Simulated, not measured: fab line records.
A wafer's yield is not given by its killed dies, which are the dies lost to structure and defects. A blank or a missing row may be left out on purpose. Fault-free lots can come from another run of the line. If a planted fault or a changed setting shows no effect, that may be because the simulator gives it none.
fab line records | flow rit-cmos
record: lots: 6 wafers: 18 last-day: 8
route steps=202 shown GATE@76 FOX2@80 M1@202
lots that met no fault: taken from a fault-free run of the same line
start-h: start of the lot's first displayed wafer, in hours after the record's first day | wait-h: hours from the lot's prior step to this one | " identical to the entry in the row above | L1.1+2: a row that stands for several wafers | - value missing, or start not given | * or withheld: withheld | < > ~ a bound
route shown NAME@n: names a module that has steps shown in the file, with the first one's number in the route | usual: the fault-free wafers' mean and standard deviation | same: alike in all rows | chamber/n: place in a boat | sites: the reading at each site | _std_site: standard deviation across them | _edge_site: inner sites' mean taken away from outer sites' mean | radius-mm: for every site, how far away it sits from the centre of the wafer | mask NAME#n: copy n | behind: the tool/chamber that last shaped the wafer | hold: what put the lot on hold/how long, in hours/how the hold closed | device: transistor that didn't switch, given as n, p or np | end of line: the same wafers' tests at the end of the route | for a step that has no rows: nothing shown but its recipe | killed: dies lost to structure and defects at the first sort, not the wafer's yield | map: dies across one wafer; x = killed, . = not, _ = none there
set.NAME: setting as actually run; set.NAME@STEP: the setting as run at that earlier step | model.NAME: the simulator's own value behind a step, which no gauge read
certain route steps with their lots: each step a table, each wafer a row
services: a tool's chamber out of use, with start hour (start-h, from the record's first day; less than 0 if before it), hours out, and reason
== steps ==
step: RIT_GATE_CLEAN_01
recipe: chemistry: SC1 mix: 3:3:50 time-s: 600 temp-c: 75
step: RIT_GATE_CLEAN_02
recipe: chemistry: dHF dilution: 50:1 time-s: 30
step: RIT_GATE_CLEAN_03
recipe: chemistry: SC2 mix: 3:3:50 time-s: 600 temp-c: 75 dry: n2-spin
step: RIT_GATE_CLEAN_04
recipe: chemistry: dHF dilution: 50:1 time-s: 60 dry: n2-spin
step: RIT_FOX2_THK_MEAS_91
recipe: reads: SiO2_of_FOX2_OXIDATION_00
usual: FIELD_OXIDE_LEFT_2_THK: 256/4.9
columns lot.wafer tool chamber start-h wait-h FIELD_OXIDE_LEFT_2_THK[nm]
L942.2 film-metro-04 - 34.09 0.0 257
L942.3 " - " " 257
L942.4 " - " " 256
L945.1 film-metro-02 - 49.64 0.0 255
L945.2 " - " " 259
L945.3 " - " " 254
L954.3 film-metro-01 - 96.66 0.0 256
L954.5 " - " " 258
L954.6 " - " " 257
L957.1 film-metro-01 - 114.06 0.0 252
L957.3 " - " " 259
L957.6 " - " " 255
L961.1 film-metro-01 - 134.94 0.0 256
L961.3 " - " " 253
L961.6 " - " " 265
L964.2 film-metro-02 - 162.48 0.0 247
L964.5 " - " " 244
L964.6 " - " " 247
step: RIT_GATE_OXIDATION_05
recipe: temp-c: 900 ambient: O2 target-thk-a: 30 ox-time-s: 270
step: RIT_GATE_ANNEAL_06
recipe: temp-c: 900 time-s: 600 ambient: N2O
step: RIT_GATE_THK_MEAS_07
recipe: reads: SiO2_of_GATE_OXIDATION_05
usual: GATE_OXIDE_THK: 3.04/0.062
columns lot.wafer tool chamber start-h wait-h GATE_OXIDE_THK[nm]
L942.2 film-metro-04 - 35.48 0.0 3.15
L942.3 " - " " 3.08
L942.4 " - " " 3.09
L945.1 film-metro-01 - 51.02 0.0 2.98
L945.2 " - " " 3.03
L945.3 " - " " 3.03
L954.3 film-metro-01 - 98.43 0.0 2.98
L954.5 " - " " 3.07
L954.6 " - " " 3.01
L957.1 film-metro-02 - 117.53 0.0 3.08
L957.3 " - " " 3.06
L957.6 " - " " 2.96
L961.1 film-metro-04 - 145.11 0.0 3.00
L961.3 " - " " 3.07
L961.6 " - " " 3.04
L964.2 film-metro-01 - 166.96 0.0 3.13
L964.5 " - " " 3.16
L964.6 " - " " 3.15
step: RIT_GATE_CVD_08
recipe: material: poly-Si target-thk-nm: 250 temp-c: 610 precursor: SiH4 time-s: 2220 pressure-mtorr: 300 sih4-flow-sccm: 100
step: RIT_GATE_THK_MEAS_09
recipe: reads: poly-Si_of_GATE_CVD_08
usual: GATE_POLY_THK: 250.1/2
columns lot.wafer tool chamber start-h wait-h GATE_POLY_THK[nm]
L942.2 film-metro-02 - 37.15 0.0 247.2
L942.3 " - " " 248.9
L942.4 " - " " 249.4
L945.1 film-metro-01 - 54.59 0.0 250.8
L945.2 " - " " 252.4
L945.3 " - " " 248.0
L954.3 film-metro-01 - 100.40 0.0 247.6
L954.5 " - " " 247.4
L954.6 " - " " 247.4
L957.1 film-metro-01 - 119.65 0.0 248.0
L957.3 " - " " 248.2
L957.6 " - " " 246.6
L961.1 film-metro-02 - 146.79 0.0 252.1
L961.3 " - " " 251.1
L961.6 " - " " 252.4
L964.2 film-metro-02 - 168.64 0.0 253.1
L964.5 " - " " 253.7
L964.6 " - " " 254.1
step: RIT_GATE_HMDS_10
recipe: prime-time-s: 60 prime-temp-c: 140
step: RIT_GATE_COAT_11
recipe: resist: NOVOLAK spin-rpm: 4250 resist-thk-nm: 850
step: RIT_GATE_SOFTBAKE_12
recipe: resist: NOVOLAK temp-c: 90 time-s: 60
usual: heater-power-total-W: 34.56/0.049 run-length-s: 89.24/0.15
columns lot.wafer tool chamber start-h wait-h heater-power-total-W run-length-s
L942.2 litho-track-02 0 37.61 0.1 34.65 89.31
L942.3 " 0 " " 34.59 89.17
L942.4 " 0 " " 34.59 89.18
L945.1 litho-track-04 0 54.95 0.1 34.55 88.98
L945.2 " 0 " " 34.57 88.98
L945.3 " 0 " " 34.61 88.97
L954.3 litho-track-04 0 100.79 0.1 47.11 48.05
L954.5 " 0 " " 47.12 48.25
L954.6 " 0 " " 47.00 48.09
L957.1 litho-track-04 0 120.25 0.1 47.10 47.99
L957.3 " 0 " " 46.91 48.24
L957.6 " 0 " " 47.12 48.19
L961.1 litho-track-02 0 147.50 0.1 34.62 89.33
L961.3 " 0 " " 34.64 89.50
L961.6 " 0 " " 34.52 89.17
L964.2 litho-track-04 0 169.02 0.1 34.54 89.26
L964.5 " 0 " " 34.43 89.12
L964.6 " 0 " " 34.63 89.03
step: RIT_GATE_EXPOSE_13
recipe: mask-id: M6 na: 0.6 source-shape: conventional sigma-outer: 0.6 target-cd-nm: 150 dose-mj: 380
step: RIT_GATE_PEB_14
recipe: resist: NOVOLAK temp-c: withheld time-s: withheld
step: RIT_GATE_DEVELOP_15
recipe: resist: NOVOLAK develop-time-s: 50 dev-temp-c: 23
same: develop-time-s: 50
columns lot.wafer tool chamber start-h wait-h model.NOVOLAK_of_GATE_COAT_11.thk-nm
L942.2 litho-track-04 0 - - 848.9
L942.3 " 0 " " 852.7
L942.4 " 0 " " 849.8
L945.1 litho-track-04 0 - - 850.2
L945.2 " 0 " " 847.4
L945.3 " 0 " " 848.8
L954.3 litho-track-04 0 - - 875.3
L954.5 " 0 " " 874
L954.6 " 0 " " 874.7
L957.1 litho-track-01 0 - - 877.8
L957.3 " 0 " " 880.9
L957.6 " 0 " " 877.4
L961.1 litho-track-04 0 - - 852.6
L961.3 " 0 " " 851
L961.6 " 0 " " 853.8
L964.2 litho-track-04 0 - - 854.1
L964.5 " 0 " " 848.2
L964.6 " 0 " " 853.4
step: RIT_GATE_CD_MEAS_16
recipe: target-cd-nm: 150
usual: cd-nm: 148.6/2.9
columns lot.wafer tool chamber start-h wait-h cd-nm
L942.2 cd-sem-01 - 38.15 - 152.0
L942.3 " - " " 155.4
L942.4 " - " " 154.2
L945.1 cd-sem-02 - 55.61 - 150.5
L945.2 " - " " 151.7
L945.3 " - " " 149.3
L954.3 cd-sem-02 - 101.33 - 149.5
L954.5 " - " " 149.8
L954.6 " - " " 148.1
L957.1 cd-sem-01 - 120.93 - 147.4
L957.3 " - " " 147.4
L957.6 " - " " 145.5
L961.1 cd-sem-02 - 148.05 - 146.6
L961.3 " - " " 145.5
L961.6 " - " " 147.0
L964.2 cd-sem-02 - 169.84 - 148.9
L964.5 " - " " 145.5
L964.6 " - " " 148.1
step: RIT_GATE_OVL_MEAS_17
usual: GATE_OVL: -0.9/1.2
columns lot.wafer tool chamber start-h wait-h GATE_OVL[nm]
L942.2 overlay-01 - 38.26 0.1 -2.5
L942.3 " - " " -3.3
L942.4 " - " " -2.6
L945.1 overlay-02 - 55.73 0.1 -1.2
L945.2 " - " " 0.0
L945.3 " - " " -0.9
L954.3 overlay-01 - 101.42 0.1 -1.1
L954.5 " - " " -0.8
L954.6 " - " " -0.4
L957.1 overlay-01 - 121.05 0.1 -0.7
L957.3 " - " " -4.8
L957.6 " - " " -2.0
L961.1 overlay-02 - 148.17 0.1 -0.8
L961.3 " - " " -0.6
L961.6 " - " " -0.3
L964.2 overlay-01 - 169.95 0.1 -3.1
L964.5 " - " " -2.6
L964.6 " - " " -3.0
step: RIT_GATE_HARDBAKE_18
recipe: resist: NOVOLAK temp-c: 140 time-s: 60
step: RIT_GATE_ETCH_19
recipe: chemistry: SF6/CHF3/O2 time-s: 165 SF6_flow_sccm: 30 CHF3_flow_sccm: 30 O2_flow_sccm: 5 target: poly-Si pressure-mtorr: 40 rf-w: 160 target-depth-a: 3125 over-etch-frac: 0.25 stop-on: SiO2
usual: O2_flow_sccm: 4.997/0.014 SF6_flow_sccm: 30.00/0.097 drypump-motor-current-A: 5.4/0.49 he-backside-leak-sccm: 2.66/0.21 oes-product-au: 0.846/0.014 throttle-valve-pct: 10.25/0.1
columns lot.wafer tool chamber start-h wait-h O2_flow_sccm SF6_flow_sccm drypump-motor-current-A he-backside-leak-sccm oes-product-au rf-hours-counter-h throttle-valve-pct model.GATE.cd-nm
L942.2 rie-si-01 2 38.44 0.1 5.017 30.07 5.6 2.47 0.847 1 10.20 152.2
L942.3 " 3 " " 4.994 29.99 4.9 3.19 0.863 158 10.13 155.3
L942.4 " 0 " " 5.009 29.95 5.5 2.67 0.849 141 10.31 154
L945.1 rie-si-02 0 55.92 0.1 5.018 29.80 5.1 2.68 0.868 30 10.17 150.7
L945.2 " 1 " " 4.992 30.11 6.3 2.48 0.859 8 10.19 151.7
L945.3 " 3 " " 5.005 29.98 5.1 2.70 0.823 1 10.33 149.4
L954.3 rie-si-01 2 101.60 0.1 5.001 30.02 5.6 2.47 0.851 2 10.19 150
L954.5 " 3 " " 4.995 29.80 4.9 2.84 0.826 - 10.10 -
L954.6 " 2 " " 4.996 30.00 5.6 2.63 0.850 - 10.20 148.3
L957.1 rie-si-02 2 121.24 0.1 5.011 29.97 5.9 2.30 0.842 39 10.33 147.3
L957.3 " 0 " " 4.990 29.99 5.1 2.78 0.865 30 10.16 147.5
L957.6 " 2 " " 4.985 29.93 5.9 2.28 0.840 - 10.33 145.6
L961.1 rie-si-02 2 148.35 0.1 5.026 29.88 5.9 2.41 0.842 39 10.34 146.8
L961.3 " 3 " " 5.034 30.12 5.1 2.79 0.838 2 10.34 145.3
L961.6 " 3 " " 5.022 29.98 5.1 2.75 0.835 - 10.33 147
L964.2 rie-si-01 1 170.13 0.1 5.013 30.12 4.8 2.88 0.842 86 10.43 149.2
L964.5 " 1 " " 4.999 30.14 4.8 2.80 0.840 - 10.42 145.7
L964.6 " 2 " " 4.998 29.93 5.6 2.46 0.864 - 10.19 148.4
step: RIT_GATE_STRIP_20
recipe: chemistry: O2 time-s: 180 resist: NOVOLAK platen-temp-c: withheld power-w: 500 pressure-mtorr: 4000 o2-flow-sccm: 4000
usual: drypump-motor-current-A: 5.7/0.45 o2-flow-sccm: 4001/11
columns lot.wafer tool chamber start-h wait-h drypump-motor-current-A o2-flow-sccm rf-hours-counter-h
L942.2 plasma-asher-01 0 38.54 0.1 5.4 4004 39
L942.3 " 1 " " 5.9 4003 -
L942.4 " 0 " " 5.4 4012 -
L945.1 plasma-asher-01 0 56.03 0.1 5.4 4004 42
L945.2 " 1 " " 5.9 4016 42
L945.3 " 0 " " 5.4 3997 -
L954.3 plasma-asher-04 1 101.76 0.1 6.1 3998 -
L954.5 " 0 " " 5.4 3994 -
L954.6 " 1 " " 6.1 3995 -
L957.1 plasma-asher-03 0 121.34 0.1 6.3 3999 33
L957.3 " 1 " " 5.0 3994 -
L957.6 " 0 " " 6.3 4013 -
L961.1 plasma-asher-03 0 148.46 0.1 6.4 4020 35
L961.3 " 1 " " 5.0 4007 -
L961.6 " 0 " " 6.3 4016 -
L964.2 plasma-asher-03 0 170.24 0.1 6.3 4007 38
L964.5 " 1 " " 5.0 3988 -
L964.6 " 0 " " 6.3 4005 -
step: RIT_M1_PROBE_99
usual: killed-at-contacts: 0.1/0.24 killed-at-front-end: 7/3.1 killed-dies: 7/3.1 killed-on-rim: 1.9/1.3 killed-open: 3.3/1.9 killed-short: 3.9/2.1
same: gross-dies: 264 killed_at_M0_to_M3: 0 killed_at_M4_up: 0 killed-at-back-side: 0 killed-at-other: 0
columns lot.wafer tool chamber start-h wait-h killed-at-contacts killed-at-front-end killed-dies killed-on-rim killed-open killed-short model.etest.ppoly-line.line-ohm-um model.etest.ppoly-line.width-nm model.etest.npoly-line.width-nm
L942.2 prober-01 - 59.02 0.1 0 7 7 2 4 3 158.8 105 104.2
L942.3 prober-01 - 59.07 0.2 0 12 12 2 4 8 150.9 107.3 106.5
L942.4 prober-01 - 59.12 0.2 0 8 8 0 5 3 154.1 106.6 106.5
L945.1 prober-02 - 79.32 0.1 0 12 12 3 5 7 157.8 103.2 102.5
L945.2 prober-02 - 79.37 0.1 0 4 4 0 1 3 154.8 104.4 103.6
L945.3 prober-02 - 79.42 0.2 0 10 10 5 8 2 159.3 102.4 101.9
L954.3 prober-01 - 122.51 0.2 0 2 2 2 1 1 160.9 103 101.7
L954.5 prober-01 - 122.61 0.2 0 6 6 0 5 1 164 102 101
L954.6 prober-01 - 122.66 0.2 0 8 8 1 0 8 164.9 100.5 99.33
L957.1 prober-01 - 143.71 0.1 0 7 7 1 5 2 167 101.5 101.1
L957.3 prober-01 - 143.81 0.2 0 7 7 2 3 4 169.8 101.3 100.5
L957.6 prober-01 - 143.96 0.2 0 9 9 4 5 4 167.7 100.2 99.17
L961.1 prober-02 - 169.74 0.1 0 12 12 3 6 6 168.4 98.58 97.95
L961.3 prober-02 - 169.84 0.2 0 13 13 4 7 6 172.7 97.52 96.98
L961.6 prober-02 - 169.99 0.2 0 9 9 3 4 5 163.2 99.66 98.35
L964.2 prober-02 - 194.35 0.1 0 13 13 0 5 8 162.9 101.2 100.7
L964.5 prober-02 - 194.50 0.2 0 8 8 2 2 6 168.1 97.26 96.65
L964.6 prober-02 - 194.55 0.2 1 9 10 1 4 6 160.6 100.6 100.4
killed by level:class
L942.2 GATE:geometric-particle:open=3 FOX1:geometric-particle:short=1 GATE:geometric-particle:short=1 SPACER:geometric-particle:open=1 SPACER:geometric-particle:short=1
L942.3 GATE:geometric-particle:short=4 FOX1:geometric-particle:short=2 SPACER:geometric-particle:open=2 SPACER:geometric-particle:short=2 GATE:geometric-particle:open=1 SILICIDE:geometric-particle:open=1
L942.4 FOX1:geometric-particle:open=3 SILICIDE:geometric-particle:open=2 FOX2:geometric-particle:short=1 GATE:geometric-particle:short=1 REOX:geometric-particle:short=1
L945.1 FOX1:geometric-particle:short=4 FOX1:geometric-particle:open=4 REOX:geometric-particle:short=2 REOX:geometric-particle:open=1 SILICIDE:geometric-particle:short=1
L945.2 FOX1:geometric-particle:short=2 FOX2:geometric-particle:open=1 REOX:geometric-particle:short=1
L945.3 GATE:geometric-particle:open=4 REOX:geometric-particle:short=2 FOX1:geometric-particle:open=1 FOX2:geometric-particle:open=1 REOX:geometric-particle:open=1 SILICIDE:geometric-particle:open=1
L954.3 GATE:geometric-particle:open=1 SPACER:geometric-particle:short=1
L954.5 REOX:geometric-particle:open=4 GATE:geometric-particle:open=1 REOX:geometric-particle:short=1
L954.6 FOX1:geometric-particle:short=4 SPACER:geometric-particle:short=2 REOX:geometric-particle:short=1 SILICIDE:geometric-particle:short=1
L957.1 REOX:geometric-particle:open=3 GATE:geometric-particle:open=2 GATE:geometric-particle:short=1 SPACER:geometric-particle:short=1
L957.3 SPACER:geometric-particle:short=2 FOX1:geometric-particle:open=1 GATE:geometric-particle:short=1 GATE:geometric-particle:open=1 REOX:geometric-particle:open=1 SILICIDE:geometric-particle:short=1
L957.6 GATE:geometric-particle:open=2 REOX:geometric-particle:open=2 REOX:geometric-particle:short=2 FOX1:geometric-particle:short=1 FOX2:geometric-particle:open=1 SPACER:geometric-particle:short=1
L961.1 REOX:geometric-particle:short=6 REOX:geometric-particle:open=2 SPACER:geometric-particle:open=2 GATE:geometric-particle:open=1 SILICIDE:geometric-particle:open=1
L961.3 FOX2:geometric-particle:open=3 REOX:geometric-particle:short=3 SILICIDE:geometric-particle:open=2 FOX1:geometric-particle:open=1 GATE:geometric-particle:open=1 GATE:geometric-particle:short=1 SPACER:geometric-particle:short=1 SILICIDE:geometric-particle:short=1
L961.6 GATE:geometric-particle:short=2 REOX:geometric-particle:short=2 SILICIDE:geometric-particle:open=2 FOX1:geometric-particle:short=1 GATE:geometric-particle:open=1 SPACER:geometric-particle:open=1
L964.2 GATE:geometric-particle:short=3 REOX:geometric-particle:short=2 SILICIDE:geometric-particle:open=2 SILICIDE:geometric-particle:short=2 FOX1:geometric-particle:open=1 FOX2:geometric-particle:open=1 FOX2:geometric-particle:short=1 GATE:geometric-particle:open=1
L964.5 GATE:geometric-particle:short=2 REOX:geometric-particle:short=2 SPACER:geometric-particle:short=2 SILICIDE:geometric-particle:open=1 REOX:geometric-particle:open=1
L964.6 REOX:geometric-particle:short=2 REOX:geometric-particle:open=2 SILICIDE:geometric-particle:short=2 GATE:geometric-particle:open=1 SPACER:geometric-particle:short=1 SPACER:geometric-particle:open=1 CONTACT:geometric-particle:short=1
== services ==
columns tool chamber start-h hours kind
plasma-asher-03 - 27.16 14.6 pm
plasma-asher-04 - 35.24 10.0 pm
plasma-asher-04 - 47.58 3.2 repair
rie-si-01 3 75.28 - clean
rie-si-01 3 75.28 11.0 scheduled-down
rie-si-01 3 75.28 11.0 vent-cycle
plasma-asher-01 - 108.75 9.0 pm
plasma-asher-01 0 108.75 9.0 vent-cycle
plasma-asher-01 1 108.75 9.0 vent-cycle
plasma-asher-03 - 112.93 2.7 repair
plasma-asher-04 - 116.94 2.9 repair
plasma-asher-01 0 117.75 - clean
plasma-asher-01 1 117.75 - clean
rie-si-02 3 120.25 12.3 repair
rie-si-02 0 131.00 2.3 repair
rie-si-01 0 152.91 - clean
rie-si-01 0 152.91 29.2 scheduled-down
rie-si-01 0 152.91 29.2 vent-cycle
plasma-asher-04 - 167.00 0.6 repair
== key ==
first-sign: step: RIT_GATE_SOFTBAKE_12 reading: run-length-s direction: down sigmas: 99+ usual: * struck: *
effect: step: RIT_GATE_SOFTBAKE_12 reading: heater-power-total-W direction: up sigmas: 99+ usual: 34.56 struck: 47.06
model-effect: step: RIT_GATE_DEVELOP_15 value: NOVOLAK_of_GATE_COAT_11.thk-nm without: 850.4 struck: 876.7
model-effect: step: RIT_GATE_ETCH_19 value: GATE.cd-nm without: 143.8 struck: 147.7
model-effect: step: RIT_M1_PROBE_99 value: etest.ppoly-line.line-ohm-um without: 173.3 struck: 165.7
met-at RIT_GATE_SOFTBAKE_12
struck-wafers L954.3,L954.5,L954.6,L957.1,L957.3,L957.6
tester-left-out L954,L957
loop-trim: step: RIT_GATE_EXPOSE_13 setting: dose lots: L957
onset-between 54.95 100.79
fault: kind: process-parameter-drift tool: litho-track-04 chamber: - onset-h: 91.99 steps: RIT_GATE_SOFTBAKE_12 channel: time-s offset: * shape: step end-h: 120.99 acts-in: * stated: *
tester-left-out: of these lots the tester's yield and bins aren't shown, on N5 and GAA mostly nor the transistor test; their killed dies are dies lost to structure and defects alone, not to doping, threshold or leakage, so they don't give the yield
loop-trim: a control loop set the setting to another value than it would have without faults
